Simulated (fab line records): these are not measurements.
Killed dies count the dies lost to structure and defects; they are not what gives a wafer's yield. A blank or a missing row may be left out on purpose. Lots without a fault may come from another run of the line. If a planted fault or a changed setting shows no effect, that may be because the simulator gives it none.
Which of the tools did it?	flow berkeleyCmos170	15 lots, 45 wafers sampled, at 5 steps of a route of 331

== WHAT THE GAUGES SHOWED, per wafer ==
UCB170_START_THK_MEAS_03. Usual: START_OXIDE_THK gives 19.8 nm (standard deviation 0.31).
lot	measured	on	START_OXIDE_THK (nm)	flag
L914	day 1 17:26	filmMetro-02	20.3 19.7 20.0	
L916	day 2 00:42	filmMetro-02	19.7 19.4 19.3	
L918	day 2 10:38	filmMetro-01	19.8 19.7 19.6	
L917	day 2 10:39	filmMetro-03	19.9 19.6 19.7	
L920	day 2 21:08	filmMetro-01	20.0 19.5 19.9	
L921	day 3 05:23	filmMetro-03	19.9 19.4 19.4	
L922	day 3 05:26	filmMetro-03	20.0 20.0 20.1	
L923	day 3 15:34	filmMetro-02	20.3 20.2 20.0	
L926	day 4 02:28	filmMetro-03	20.1 20.0 20.1	
L927	day 4 18:42	filmMetro-02	19.5 20.1 19.9	
L928	day 4 18:42	filmMetro-03	19.6 19.5 19.9	
L931	day 5 04:28	filmMetro-02	19.7 19.7 19.7	
L935	day 6 01:00	filmMetro-01	19.5 19.4 19.8	
L936	day 6 05:15	filmMetro-03	19.6 19.6 19.8	
L937	day 6 11:02	filmMetro-03	19.6 19.7 19.5	

UCB170_PVT_TW_MEAS_09. Usual: PVT_TW gives 507 (standard deviation 8.5).
lot	measured	on	PVT_TW	flag
L914	day 7 05:02	filmMetro-01	499 500 500	
L916	day 7 13:58	filmMetro-01	501 502 501	
L918	day 7 23:13	filmMetro-01	501 500 500	
L917	day 8 00:08	filmMetro-01	500 499 500	
L920	day 8 11:50	filmMetro-01	500 500 502	
L921	day 8 12:05	filmMetro-04	520 521 520	
L922	day 8 11:40	filmMetro-04	524 520 522	
L923	day 9 12:05	filmMetro-01	623 620 620	OFF
L926	day 9 12:36	filmMetro-02	509 509 510	
L927	day 9 12:11	filmMetro-01	502 503 503	
L928	day 9 13:24	filmMetro-04	643 644 641	OFF
L931	day 10 06:55	filmMetro-01	620 620 617	OFF
L935	day 11 01:35	filmMetro-04	520 519 518	
L936	day 11 03:13	filmMetro-01	496 497 496	
L937	day 11 01:13	filmMetro-02	513 514 514	

UCB170_NLDD_CD_MEAS_06: the cd target is 1200 nm. Usual: cdNm at 1200.1 nm, with a standard deviation of 1.5.
lot	measured	on	cdNm (nm)	flag
L914	day 8 01:14	cdSem-01	1199.9 1199.7 1199.9	
L916	day 8 14:32	cdSem-02	1201.1 1201.7 1200.8	
L918	day 8 17:57	cdSem-02	1199.0 1200.0 1198.9	
L917	day 8 18:12	cdSem-01	1198.0 1197.3 1197.9	
L920	day 9 14:22	cdSem-01	1200.3 1201.7 1201.0	
L921	day 9 14:07	cdSem-01	1200.2 1199.7 1200.7	
L922	day 9 14:00	cdSem-02	1200.1 1198.4 1200.0	
L923	day 10 08:58	cdSem-02	1196.4 1197.5 1197.8	
L926	day 10 09:17	cdSem-02	1200.4 1199.7 1201.2	
L927	day 10 07:52	cdSem-02	1201.0 1201.7 1199.4	
L928	day 10 10:01	cdSem-02	1200.3 1199.6 1199.2	
L931	day 10 22:32	cdSem-02	1203.1 1202.7 1203.2	
L935	day 12 02:42	cdSem-02	1201.2 1200.0 1201.8	
L936	day 12 02:35	cdSem-02	1198.9 1198.4 1199.3	
L937	day 12 01:46	cdSem-02	1201.3 1199.9 1201.5	

== WHICH TOOL RAN EACH LOT (tool, then ch and the chambers of the sampled wafers, then the start) ==
lot	UCB170_PWELL_STRIP_16	UCB170_PVT_IMPLANT_07
L914	plasmaAsher-01 ch 0,1, day 3 11:13	implanter-03 ch 0, day 7 04:49
L916	plasmaAsher-02 ch 0,1, day 4 06:28	implanter-03 ch 0, day 7 13:44
L918	plasmaAsher-02 ch 0,1, day 4 23:13	implanter-04 ch 0, day 7 23:00
L917	plasmaAsher-01 ch 1, day 4 23:25	implanter-04 ch 0, day 7 23:53
L920	plasmaAsher-01 ch 0,1, day 5 09:45	implanter-03 ch 0, day 8 11:34
L921	plasmaAsher-01 ch 0,1, day 5 10:11	implanter-03 ch 0, day 8 11:52
L922	plasmaAsher-03 ch 0,1, day 5 09:52	implanter-03 ch 0, day 8 11:26
L923	plasmaAsher-02 ch 0,1, day 6 06:25	implanter-02 ch 0, day 9 11:26
L926	plasmaAsher-02 ch 0,1, day 6 10:53	implanter-03 ch 0, day 9 12:21
L927	plasmaAsher-03 ch 0,1, day 6 10:59	implanter-04 ch 0, day 9 11:56
L928	plasmaAsher-01 ch 0,1, day 6 10:48	implanter-02 ch 0, day 9 12:50 and implanter-03 ch 0, day 9 13:09
L931	plasmaAsher-02 ch 0,1, day 6 22:02	implanter-03 ch 0, day 10 06:16
L935	plasmaAsher-02 ch 0,1, day 7 22:52	implanter-03 ch 0, day 11 01:20
L936	plasmaAsher-03 ch 0,1, day 7 22:28	implanter-03 ch 0, day 11 02:59
L937	plasmaAsher-02 ch 0,1, day 8 04:43	implanter-03 ch 0, day 11 00:59
- UCB170_PWELL_STRIP_16: strips in O2.
- UCB170_PVT_IMPLANT_07

== WHAT THE TOOLS THEMSELVES READ (means of the sampled wafers that have a number; where no wafer has one, the mark that the record gives instead) ==
UCB170_PWELL_STRIP_16. Usual: drypumpMotorCurrentA 5.8 A, standard deviation 0.34; o2FlowSccm 399.9 sccm, standard deviation 1.2; oesProductAu 0.721 a.u., standard deviation 0.0041; stripTimeToEndpointS 18.10 s, standard deviation 0.07.
lot	tool	drypumpMotorCurrentA (A)	o2FlowSccm (sccm)	oesProductAu (a.u.)	stripTimeToEndpointS (s)	flag
L914	plasmaAsher-01	5.4	400.6	0.723	18.05	
L916	plasmaAsher-02	6.0	400.2	0.719	18.10	
L918	plasmaAsher-02	6.0	398.9	0.723	18.04	
L917	plasmaAsher-01	5.7	399.4	0.722	18.23	
L920	plasmaAsher-01	5.6	400.9	0.721	18.12	
L921	plasmaAsher-01	5.4	401.0	0.721	18.12	
L922	plasmaAsher-03	5.8	399.3	0.723	18.20	
L923	plasmaAsher-02	6.0	400.1	0.720	18.10	
L926	plasmaAsher-02	6.0	400.7	0.721	18.18	
L927	plasmaAsher-03	5.8	399.6	0.721	18.03	
L928	plasmaAsher-01	5.4	400.4	0.717	18.05	
L931	plasmaAsher-02	6.0	399.9	0.721	17.99	
L935	plasmaAsher-02	5.9	399.0	0.722	18.06	
L936	plasmaAsher-03	5.8	400.7	0.719	18.00	
L937	plasmaAsher-02	6.0	400.4	0.721	18.07	

UCB170_PVT_IMPLANT_07. Usual: beamEnergyKeV at 30.002, with a standard deviation of 0.009.
lot	tool	beamEnergyKeV	flag
L914	implanter-03	30.000	
L916	implanter-03	29.994	
L918	implanter-04	30.006	
L917	implanter-04	29.992	
L920	implanter-03	30.001	
L921	implanter-03	29.998	
L922	implanter-03	30.010	
L923	implanter-02	30.001	
L926	implanter-03	29.997	
L927	implanter-04	29.999	
L928	implanter-02/implanter-03	30.006	
L931	implanter-03	30.008	
L935	implanter-03	30.003	
L936	implanter-03	30.001	
L937	implanter-03	30.008	

== THE ANSWER, worked out from the rows above alone ==
Rule: a lot counts as off when the mean over its wafers that have a number is more than 3 standard deviations away from the usual mean. A lot without any number at a reading at which 4 lots or more have one is off too. The other lots that the step has rows for count as sound. After the gauges, taken in route order, come the tools' own readings; for these a lot's mean is taken, as printed above. At the first step where some lot is off, the reading lying furthest off is the one used; lots without a number count as furthest.
Off: L923, L928, L931, at UCB170_PVT_TW_MEAS_09 (PVT_TW).
If a tool, at a process step before that reading, ran all the lots that are off and no sound lot after the first of them, it fits. Gauges at UCB170_PVT_TW_MEAS_09: tried the same way as those tools. No candidate that was tried fits.

== WHAT THE SIMULATOR PUT IN ==
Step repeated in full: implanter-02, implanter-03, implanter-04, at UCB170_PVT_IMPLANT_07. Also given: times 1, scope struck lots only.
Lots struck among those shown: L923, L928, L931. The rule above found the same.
